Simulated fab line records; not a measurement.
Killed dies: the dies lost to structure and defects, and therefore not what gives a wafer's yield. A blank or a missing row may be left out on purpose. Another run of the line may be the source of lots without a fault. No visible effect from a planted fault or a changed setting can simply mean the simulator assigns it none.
fab line records    flow rit-cmos
[record] lots = 6  wafers = 18  last-day = 7
route steps=202 shown NRETRO@61 PRETRO@64 M1@202
lots with no fault: from the same line, run without faults
start-h: hours from the record's first day to the start of the lot's first wafer shown    wait-h: hours elapsed since this lot's preceding step    " identical to the entry in the row above    L1.1+2: a single row standing in for several wafers    - value missing, or start not given    * or withheld: withheld    < > ~ a bound
route shown NAME@n: a module of which the file shows steps, and the number in the route of the first    usual: mean/standard deviation of fault-free wafers    same: alike in all rows    chamber/n: place in a boat    sites: each site's reading    _std_site: standard deviation across them    _edge_site: outer sites' mean less inner sites'    radius-mm: how far each site lies from the wafer's centre    mask NAME#n: copy n    behind: the most recent tool/chamber to have shaped the wafer    hold: reason for holding the lot/hours on hold/outcome of the hold    device: names the non-switching transistor (n, p or np)    end of line: tests run on the same wafers once the route is complete    where a step has no rows: the recipe by itself    killed: the dies lost at the first sort to structure and to defects; this is not the yield of the wafer    map: a wafer's dies, marking killed ones x, the rest . and places with no die _
set.NAME: setting as actually run; set.NAME@STEP: the setting as run at that earlier step    model.NAME: the simulator's own value behind a step, which no gauge read
lots seen at some steps along the route; tables by step, rows by wafer
services: the hour from which a tool's chamber was out of use, counted from the record's first day as start-h (under 0 if before that day), plus the number of hours and why
[[steps]]
[step RIT_NRETRO_IMPLANT_08]
[recipe] species = P  energy-kev = 70  dose-cm2 = 1e+13  tilt-deg = 7
[step RIT_NRETRO_STRIP_09]
[recipe] chemistry = O2  time-s = 180  resist = NOVOLAK  platen-temp-c = withheld  power-w = 500  pressure-mtorr = 4000  o2-flow-sccm = 4000
[usual] chamber-pressure-mTorr = 4000/4.1  drypump-motor-current-A = 5.90/0.29  rf-refl-power-W = 7.0/0.9
lot.wafer  tool             chamber  start-h  wait-h  chamber-pressure-mTorr  drypump-motor-current-A  rf-hours-counter-h  rf-refl-power-W
L623.2     plasma-asher-04  0        39.47    0.1     3999                    6.24                     25                  8.1
L623.3     "                1        "        "       4008                    5.63                     -                   6.9
L623.6     "                0        "        "       4007                    6.24                     -                   8.1
L627.2     plasma-asher-04  0        59.84    0.1     4005                    6.27                     27                  8.3
L627.3     "                0        "        "       3995                    6.28                     -                   7.9
L627.5     "                0        "        "       4001                    6.29                     -                   8.1
L634.4     plasma-asher-01  0        96.26    0.1     3993                    5.59                     -                   5.6
L634.5     "                1        "        "       3996                    6.06                     -                   6.3
L634.6     "                0        "        "       3999                    5.55                     -                   5.7
L635.1     plasma-asher-04  1        96.88    0.1     4008                    5.60                     30                  6.9
L635.4     "                1        "        "       3993                    5.55                     -                   6.7
L635.6     "                0        "        "       4001                    6.29                     -                   7.8
L640.3     plasma-asher-01  1        124.49   0.1     4001                    6.08                     -                   6.0
L640.4     "                0        "        "       4000                    5.57                     -                   5.5
L640.6     "                1        "        "       4005                    6.07                     -                   6.0
L644.1     plasma-asher-01  1        143.72   0.1     4000                    6.07                     3                   6.1
L644.2     "                0        "        "       4000                    5.59                     3                   5.6
L644.4     "                0        "        "       3999                    5.58                     -                   5.5
[step RIT_NRETRO_TW_MEAS_10]
[usual] NRETRO_TW = 1054/7.2
lot.wafer  tool           chamber  start-h  wait-h  NRETRO_TW
L623.2     film-metro-03  -        39.66    0.1     1064
L623.3     "              -        "        "       1055
L623.6     "              -        "        "       1056
L627.2     film-metro-03  -        60.03    0.1     1065
L627.3     "              -        "        "       1065
L627.5     "              -        "        "       1066
L634.4     film-metro-02  -        96.41    0.1     1047
L634.5     "              -        "        "       1053
L634.6     "              -        "        "       1046
L635.1     film-metro-01  -        97.06    0.1     1055
L635.4     "              -        "        "       1056
L635.6     "              -        "        "       1056
L640.3     film-metro-01  -        124.63   0.1     1051
L640.4     "              -        "        "       1048
L640.6     "              -        "        "       1046
L644.1     film-metro-02  -        143.90   0.1     1048
L644.2     "              -        "        "       1049
L644.4     "              -        "        "       1052
[step RIT_PRETRO_HMDS_00]
[recipe] prime-time-s = 60  prime-temp-c = 140
[step RIT_PRETRO_COAT_01]
[recipe] resist = NOVOLAK  spin-rpm = 2000  resist-thk-nm = 1300
[step RIT_PRETRO_SOFTBAKE_02]
[recipe] resist = NOVOLAK  temp-c = 90  time-s = 60
[step RIT_PRETRO_EXPOSE_03]
[recipe] mask-id = M5  na = 0.57  target-cd-nm = 43700  dose-mj = 250
[step RIT_PRETRO_PEB_04]
[recipe] resist = NOVOLAK  temp-c = withheld  time-s = withheld
[step RIT_PRETRO_DEVELOP_05]
[recipe] resist = NOVOLAK  develop-time-s = 68  dev-temp-c = 23
[step RIT_PRETRO_OVL_MEAS_06]
[usual] PRETRO_OVL = -0.6/1.2
lot.wafer  tool        chamber  start-h  wait-h  PRETRO_OVL[nm]
L623.2     overlay-02  -        40.59    -       -1.4
L623.3     "           -        "        "       1.1
L623.6     "           -        "        "       -1.1
L627.2     overlay-02  -        60.97    -       -0.4
L627.3     "           -        "        "       -1.8
L627.5     "           -        "        "       1.8
L634.4     overlay-02  -        97.34    -       -1.1
L634.5     "           -        "        "       0.0
L634.6     "           -        "        "       0.9
L635.1     overlay-02  -        98.31    -       -0.5
L635.4     "           -        "        "       0.2
L635.6     "           -        "        "       -0.2
L640.3     overlay-02  -        125.81   -       -2.6
L640.4     "           -        "        "       -2.8
L640.6     "           -        "        "       -0.5
L644.1     overlay-02  -        145.10   -       -2.4
L644.2     "           -        "        "       -0.9
L644.4     "           -        "        "       -0.7
[step RIT_PRETRO_HARDBAKE_07]
[recipe] resist = NOVOLAK  temp-c = 140  time-s = 120
[step RIT_PRETRO_IMPLANT_08]
[recipe] species = B  energy-kev = 45  dose-cm2 = 1.2e+13  tilt-deg = 7
[step RIT_PRETRO_STRIP_09]
[recipe] chemistry = O2  time-s = 180  resist = NOVOLAK  platen-temp-c = withheld  power-w = 500  pressure-mtorr = 4000  o2-flow-sccm = 4000
[usual] chamber-pressure-mTorr = 4000/3.5  drypump-motor-current-A = 5.98/0.29  rf-refl-power-W = 7.0/1.2
lot.wafer  tool             chamber  start-h  wait-h  chamber-pressure-mTorr  drypump-motor-current-A  rf-hours-counter-h  rf-refl-power-W  model.NOVOLAK_of_PRETRO_COAT_01.thk-nm
L623.2     plasma-asher-04  1        41.02    0.1     4001                    5.62                     25                  6.7              0
L623.3     "                0        "        "       3999                    6.27                     -                   8.0              0
L623.6     "                0        "        "       3998                    6.29                     -                   8.3              0
L627.2     plasma-asher-04  1        61.40    0.1     4003                    5.57                     27                  6.5              0
L627.3     "                1        "        "       3995                    5.59                     -                   6.6              0
L627.5     "                0        "        "       3995                    6.32                     -                   8.0              0
L634.4     plasma-asher-03  1        97.93    0.1     -                       -                        -                   -                1138
L634.5     "                1        "        "       -                       -                        -                   -                1137
L634.6     "                0        "        "       -                       -                        -                   -                1136
L635.1     plasma-asher-04  0        98.75    0.1     -                       -                        -                   -                1136
L635.4     "                0        "        "       -                       -                        -                   -                1137
L635.6     "                0        "        "       -                       -                        -                   -                1136
L640.3     plasma-asher-03  0        126.30   0.1     4001                    5.93                     -                   8.2              0
L640.4     "                1        "        "       4006                    6.29                     -                   5.9              0
L640.6     "                1        "        "       4001                    6.28                     -                   6.1              0
L644.1     plasma-asher-03  1        145.68   0.2     4000                    6.30                     54                  6.4              0
L644.2     "                0        "        "       3999                    5.93                     54                  8.9              0
L644.4     "                0        "        "       4002                    5.92                     -                   8.6              0
[step RIT_PRETRO_TW_MEAS_10]
[usual] PRETRO_TW = 479/4.2
lot.wafer  tool           chamber  start-h  wait-h  PRETRO_TW
L623.2     film-metro-03  -        41.21    0.1     478
L623.3     "              -        "        "       475
L623.6     "              -        "        "       477
L627.2     film-metro-02  -        61.58    0.1     473
L627.3     "              -        "        "       473
L627.5     "              -        "        "       474
L634.4     film-metro-04  -        98.08    0.1     483
L634.5     "              -        "        "       482
L634.6     "              -        "        "       481
L635.1     film-metro-04  -        98.92    0.1     483
L635.4     "              -        "        "       482
L635.6     "              -        "        "       482
L640.3     film-metro-02  -        126.43   0.1     478
L640.4     "              -        "        "       473
L640.6     "              -        "        "       476
L644.1     film-metro-04  -        145.86   0.1     480
L644.2     "              -        "        "       481
L644.4     "              -        "        "       484
[step RIT_M1_PROBE_99]
[usual] killed-at-contacts = 0.1/0.31  killed-at-front-end = 7/3  killed-dies = 7/3  killed-on-rim = 1.8/1.2  killed-open = 3.2/1.9  killed-short = 3.6/2.2
[same] gross-dies = 264  killed_at_M0_to_M3 = 0  killed_at_M4_up = 0  killed-at-back-side = 0  killed-at-other = 0
lot.wafer  tool       chamber  start-h  wait-h  killed-at-contacts  killed-at-front-end  killed-dies  killed-on-rim  killed-open  killed-short
L623.2     prober-01  -        72.38    0.1     0                   5                    5            1              2            2
L623.3     prober-01  -        72.43    0.2     0                   6                    6            2              5            0
L623.6     prober-01  -        72.58    0.2     0                   9                    9            1              3            5
L627.2     prober-01  -        88.81    0.1     0                   7                    7            2              4            3
L627.3     prober-01  -        88.86    0.2     0                   10                   10           2              5            5
L627.5     prober-01  -        88.96    0.2     0                   10                   10           3              5            5
L634.4     prober-02  -        124.14   0.2     1                   263                  264          70             5            9
L634.5     prober-02  -        124.19   0.2     0                   264                  264          70             5            1
L634.6     prober-02  -        124.24   0.2     0                   264                  264          70             3            2
L635.1     prober-01  -        127.11   0.1     0                   264                  264          70             6            7
L635.4     prober-01  -        127.26   0.2     1                   263                  264          70             6            5
L635.6     prober-01  -        127.36   0.2     0                   264                  264          70             2            0
// killed by level:class
L623.2 FOX1:geometric-particle:open=1 GATE:geometric-particle:open=1 GATE:geometric-particle:short=1 SILICIDE:geometric-particle:short=1 PSD:coat-microbubble-printed=1
L623.3 SPACER:geometric-particle:open=2 FOX1:geometric-particle:open=1 GATE:geometric-particle:open=1 SILICIDE:geometric-particle:open=1 PSD:coat-microbubble-printed=1
L623.6 SPACER:geometric-particle:open=2 SILICIDE:geometric-particle:short=2 FOX1:geometric-particle:open=1 FOX1:geometric-particle:short=1 GATE:geometric-particle:short=1 SPACER:geometric-particle:short=1 PSD:coat-microbubble-printed=1
L627.2 FOX1:geometric-particle:open=2 FOX1:geometric-particle:short=2 GATE:geometric-particle:open=2 GATE:geometric-particle:short=1
L627.3 GATE:geometric-particle:open=2 SPACER:geometric-particle:short=2 SPACER:geometric-particle:open=2 FOX2:geometric-particle:short=1 GATE:geometric-particle:short=1 REOX:geometric-particle:short=1 REOX:geometric-particle:open=1
L627.5 GATE:geometric-particle:open=2 GATE:geometric-particle:short=2 FOX2:geometric-particle:short=1 FOX2:geometric-particle:open=1 SPACER:geometric-particle:open=1 SPACER:geometric-particle:short=1 SILICIDE:geometric-particle:short=1 SILICIDE:geometric-particle:open=1
L634.4 GATE:area-oxidation=250 FOX2:geometric-particle:short=4 FOX1:geometric-particle:short=3 GATE:geometric-particle:short=2 FOX1:geometric-particle:open=1 FOX2:geometric-particle:open=1 GATE:geometric-particle:open=1 SILICIDE:geometric-particle:open=1
L634.5 GATE:area-oxidation=258 FOX1:geometric-particle:open=3 GATE:geometric-particle:open=1 REOX:geometric-particle:short=1 SPACER:geometric-particle:open=1
L634.6 GATE:area-oxidation=259 GATE:geometric-particle:short=2 FOX2:geometric-particle:open=1 GATE:geometric-particle:open=1 REOX:geometric-particle:open=1
L635.1 GATE:area-oxidation=251 GATE:geometric-particle:short=4 SPACER:geometric-particle:open=2 ACTIVE:geometric-particle:short=1 FOX2:geometric-particle:open=1 GATE:geometric-particle:open=1 REOX:geometric-particle:open=1 SPACER:geometric-particle:short=1
L635.4 GATE:area-oxidation=253 FOX2:geometric-particle:open=2 GATE:geometric-particle:short=2 GATE:geometric-particle:open=2 SPACER:geometric-particle:short=2 SILICIDE:geometric-particle:open=2 CONTACT:geometric-particle:short=1
L635.6 GATE:area-oxidation=262 GATE:geometric-particle:open=1 SPACER:geometric-particle:open=1
// map L634.4 (x killed, . not)
________xxxxxxx_______
_____xxxxxxxxxxxxx____
____xxxxxxxxxxxxxxx___
___xxxxxxxxxxxxxxxxx__
__xxxxxxxxxxxxxxxxxxx_
__xxxxxxxxxxxxxxxxxxx_
_xxxxxxxxxxxxxxxxxxxxx
_xxxxxxxxxxxxxxxxxxxxx
_xxxxxxxxxxxxxxxxxxxxx
_xxxxxxxxxxxxxxxxxxxxx
__xxxxxxxxxxxxxxxxxxx_
__xxxxxxxxxxxxxxxxxxx_
___xxxxxxxxxxxxxxxxx__
____xxxxxxxxxxxxxxx___
_____xxxxxxxxxxxxx____
________xxxxxxx_______
// map L635.1 (x killed, . not)
________xxxxxxx_______
_____xxxxxxxxxxxxx____
____xxxxxxxxxxxxxxx___
___xxxxxxxxxxxxxxxxx__
__xxxxxxxxxxxxxxxxxxx_
__xxxxxxxxxxxxxxxxxxx_
_xxxxxxxxxxxxxxxxxxxxx
_xxxxxxxxxxxxxxxxxxxxx
_xxxxxxxxxxxxxxxxxxxxx
_xxxxxxxxxxxxxxxxxxxxx
__xxxxxxxxxxxxxxxxxxx_
__xxxxxxxxxxxxxxxxxxx_
___xxxxxxxxxxxxxxxxx__
____xxxxxxxxxxxxxxx___
_____xxxxxxxxxxxxx____
________xxxxxxx_______
[[services]]
tool             chamber  start-h  hours  kind
plasma-asher-04  -        84.26    1.3    repair
plasma-asher-04  -        103.48   2.8    pm
plasma-asher-01  -        108.75   9.0    pm
plasma-asher-01  0        108.75   9.0    vent-cycle
plasma-asher-01  1        108.75   9.0    vent-cycle
plasma-asher-01  0        117.75   -      clean
plasma-asher-01  1        117.75   -      clean
[[key]]
[first-sign] step = RIT_PRETRO_STRIP_09  reading = tool-record  direction = missing
[effect] step = RIT_M1_PROBE_99  reading = killed-at-front-end  direction = up  sigmas = 85  usual = 7  struck = 264
[model-effect] step = RIT_PRETRO_STRIP_09  value = NOVOLAK_of_PRETRO_COAT_01.thk-nm  without = 0  struck = 1137
[more-kills-born-at] RIT_GATE_OXIDATION_05@furnace-04 = 1533
met-at RIT_PRETRO_STRIP_09
struck-wafers L634.4,L634.5,L634.6,L635.1,L635.4,L635.6
later-rows-left-out L634.4,L634.5,L634.6,L635.1,L635.4,L635.6
tester-left-out L634,L635
onset-between 61.40 97.93
[fault] kind = skipped-step-whole  tool = plasma-asher-03,plasma-asher-04  chamber = -  onset-h = 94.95  steps = RIT_PRETRO_STRIP_09  scope = struck-lots-only
// tester-left-out: of these lots the tester's yield and bins aren't shown, on N5 and GAA mostly nor the transistor test; their killed dies are dies lost to structure and defects alone, not to doping, threshold or leakage, so they don't give the yield
// later-rows-left-out: the simulator's readings of these wafers behind a module that went badly wrong aren't trusted and aren't shown, but for the sort
